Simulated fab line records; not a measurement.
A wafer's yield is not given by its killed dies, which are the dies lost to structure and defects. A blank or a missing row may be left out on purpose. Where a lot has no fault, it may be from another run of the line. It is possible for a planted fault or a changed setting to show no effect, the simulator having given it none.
A single fault, viewed from 2 desks || flow berkeley cmos170 || every desk sees just its own numbers, and what lay behind them comes last

== THE METROLOGY DESK ==
What the gauges read for every lot (on any tool): the sampled wafers with a number, averaged. Any lot whose mean is over 4 standard deviations away from the usual mean is out of limits and marked OUT; that distance is given in the brackets.
Columns: A = NSD_OVL at UCB170_NSD_OVL_MEAS_07, usual 1 nm; B = V1_TEOS_THK at UCB170_V1_THK_MEAS_01, usual 2001 nm; C = M2_AL_THK at UCB170_M2_THK_MEAS_03, usual 896 nm
{"lot": "L678", "first seen here": "day 6 15:36", "A": 6, "B": 1992, "C": 900}
{"lot": "L679", "first seen here": "day 7 01:06", "A": 2, "B": 2024, "C": 892}
{"lot": "L682", "first seen here": "day 7 10:12", "A": 5, "B": 1991, "C": 894}
{"lot": "L681", "first seen here": "day 7 10:29", "A": -0, "B": 2000, "C": 894}
{"lot": "L687", "first seen here": "day 8 09:14", "A": 1, "B": 2024, "C": 883}
{"lot": "L686", "first seen here": "day 8 10:03", "A": 8, "B": 2020, "C": 886}
{"lot": "L691", "first seen here": "day 9 03:19", "A": 5, "B": "1879 (-5.3) OUT", "C": 899}
{"lot": "L694", "first seen here": "day 10 02:49", "A": -3, "B": 2032, "C": 892}
{"lot": "L693", "first seen here": "day 10 02:55", "A": 2, "B": 1993, "C": 899}
{"lot": "L697", "first seen here": "day 10 06:50", "A": -2, "B": 2001, "C": 905}
{"lot": "L698", "first seen here": "day 10 22:52", "A": 5, "B": 2003, "C": 911}
{"lot": "L701", "first seen here": "day 11 13:29", "A": 0, "B": 2000, "C": 903}
{"lot": "L700", "first seen here": "day 11 13:44", "A": 1, "B": 2012, "C": 915}
This desk's finding: out of limits on L691; first on L691, day 9 16:55 (V1_TEOS_THK at UCB170_V1_THK_MEAS_01). L678, L679, L682, L681, L687, L686, L694, L693, L697, L698, L701, L700 stayed within limits.

== TOOL OWNER'S DESK, pecvd-03 ==
The tool's own readings at UCB170_V1_CVD_00 (deposits SiO2 from TEOS/O2, target thk 2000 nm, time 250 s): means of the sampled wafers that have a number, for each lot that ran on this tool. Any lot whose mean is over 4 standard deviations away from the usual mean is out of limits and marked OUT; that distance is given in the brackets.
Columns: A = heater power w at UCB170_V1_CVD_00, usual 287 W
{"lot": "L678", "first seen here": "day 7 04:20", "A": 267}
{"lot": "L682", "first seen here": "day 8 01:14", "A": 298}
{"lot": "L691", "first seen here": "day 9 16:45", "A": 276}
This desk found nothing out of limits on any of the 3 lots.

== ALL TOGETHER ==
The metrology desk could have raised an alarm at day 9 16:55, on L691.
The desk of the tool owner found nothing out of limits.
Tool owner's desk: L691 on record, inside its limits.
On pecvd-03, each named lot ran UCB170_V1_CVD_00.

== WHAT HAD BEEN PUT IN BY THE SIMULATOR ==
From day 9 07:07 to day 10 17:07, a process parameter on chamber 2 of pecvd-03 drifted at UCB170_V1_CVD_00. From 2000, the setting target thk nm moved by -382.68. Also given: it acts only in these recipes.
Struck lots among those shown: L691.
Time in hours between the start of the fault and the first out-of-limits reading at each desk: metrology desk, 10.
